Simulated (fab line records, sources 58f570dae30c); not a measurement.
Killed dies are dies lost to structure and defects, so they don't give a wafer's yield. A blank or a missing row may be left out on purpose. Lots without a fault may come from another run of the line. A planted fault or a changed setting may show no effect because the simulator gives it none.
A struck lot beside a sound one | flow berkeley_cmos170 | 17 steps out of a route of 331
Sound: wafers L318.1, L318.4, L318.5. Struck: wafers L332.2, L332.4, L332.5. The cause comes at the end.
At each step with rows: each side's tool, then ch and its chambers, then its first start. Under that, the readings that differ: sound wafers | struck wafers | difference of the means | sigmas: that difference in standard deviations of wafers without a fault.
alike: readings whose means differ by less than 2 such deviations, and words and numbers that are the same on both sides. not compared: withheld readings, readings that some wafer has no value for, bounds like >300 that may hide the same value, and numbers for which the record gives no deviation and whose values overlap.
The two part at a step that has a row with sigmas, a row that says differs or no value, or rows on one side only. Numbers that don't overlap but have no deviation are shown without sigmas and don't part them. A reading that every wafer of one side lacks parts them only if that side has two wafers or more.

first, 1 step without rows for these wafers: UCB170_GATE_DEVELOP_11 (develop time 45 s).
UCB170_GATE_CD_MEAS_12: target cd 350 nm.
  sound on cd_sem-01, day 5 21:13; struck on cd_sem-01, day 8 23:35
  alike: cd_nm
UCB170_GATE_OVL_MEAS_13:
  sound on overlay-01, day 5 21:20; struck on overlay-02, day 8 23:41
  alike: GATE_OVL
UCB170_GATE_ETCH_14: etches BARC in N2/H2.
  sound on rie_diel-02 ch 0,2,3, day 5 21:22; struck on rie_diel-03 ch 0,1, day 8 23:43
  alike: drypump_motor_current_A, oes_product_au, throttle_valve_pct
UCB170_GATE_ETCH_15: etches poly-Si in HBr/Cl2, stops on SiO2, time 56.3 s, target depth 278.2 nm.
  sound on rie_si-01 ch 0,1,3, day 5 21:25; struck on rie_si-01 ch 1,3, day 8 23:46
  alike: drypump_motor_current_A, oes_product_au, throttle_valve_pct
  not compared: rf_hours_counter_h
UCB170_GATE_STRIP_16: strips in O2.
  sound on plasma_asher-02 ch 0,1, day 5 21:28; struck on plasma_asher-02 ch 0,1, day 8 23:49
  alike: drypump_motor_current_A, oes_product_au
  not compared: rf_hours_counter_h
UCB170_GATE_CD_MEAS_90: target cd 350 nm.
  sound on cd_sem-02, day 5 21:34; struck on cd_sem-02, day 8 23:56
  alike: cd_nm
then, 5 steps without rows for these wafers: UCB170_GATE_CLEAN_17 (cleans in SPM, time 600 s); UCB170_PLDD_HMDS_00 (prime time 60 s); UCB170_PLDD_COAT_01 (resist thk 900 nm); UCB170_PLDD_SOFTBAKE_02 (time 60 s); UCB170_PLDD_EXPOSE_03 (exposes mask PSELECT, target cd 1200 nm).
UCB170_PLDD_PEB_04:
  sound on litho_track-04 ch 0, day 5 22:59; struck on litho_track-03 ch 0, day 9 01:37
then, 1 step without rows for these wafers: UCB170_PLDD_DEVELOP_05 (develop time 45 s).
UCB170_PLDD_CD_MEAS_06: target cd 1200 nm.
  sound on cd_sem-02, day 5 23:16; struck on cd_sem-02, day 9 01:53
  reading    | sound                | struck               | difference | sigmas
  cd_nm (nm) | 1199.4 1198.4 1199.4 | 1205.2 1205.3 1206.1 | +6.5       | +4
UCB170_PLDD_OVL_MEAS_07:
  sound on overlay-02, day 5 23:23; struck on overlay-01, day 9 01:59
  reading       | sound  | struck      | difference | sigmas
  PLDD_OVL (nm) | -4 0 3 | -12 -12 -11 | -11        | -2
UCB170_M3_PROBE_99:
  the record has rows for the sound wafers here (prober-01, day 7 14:03) and none for the struck ones

WHERE THEY PART
First at UCB170_PLDD_CD_MEAS_06; last, within this record, at UCB170_M3_PROBE_99.

WHY: what the simulator had put in
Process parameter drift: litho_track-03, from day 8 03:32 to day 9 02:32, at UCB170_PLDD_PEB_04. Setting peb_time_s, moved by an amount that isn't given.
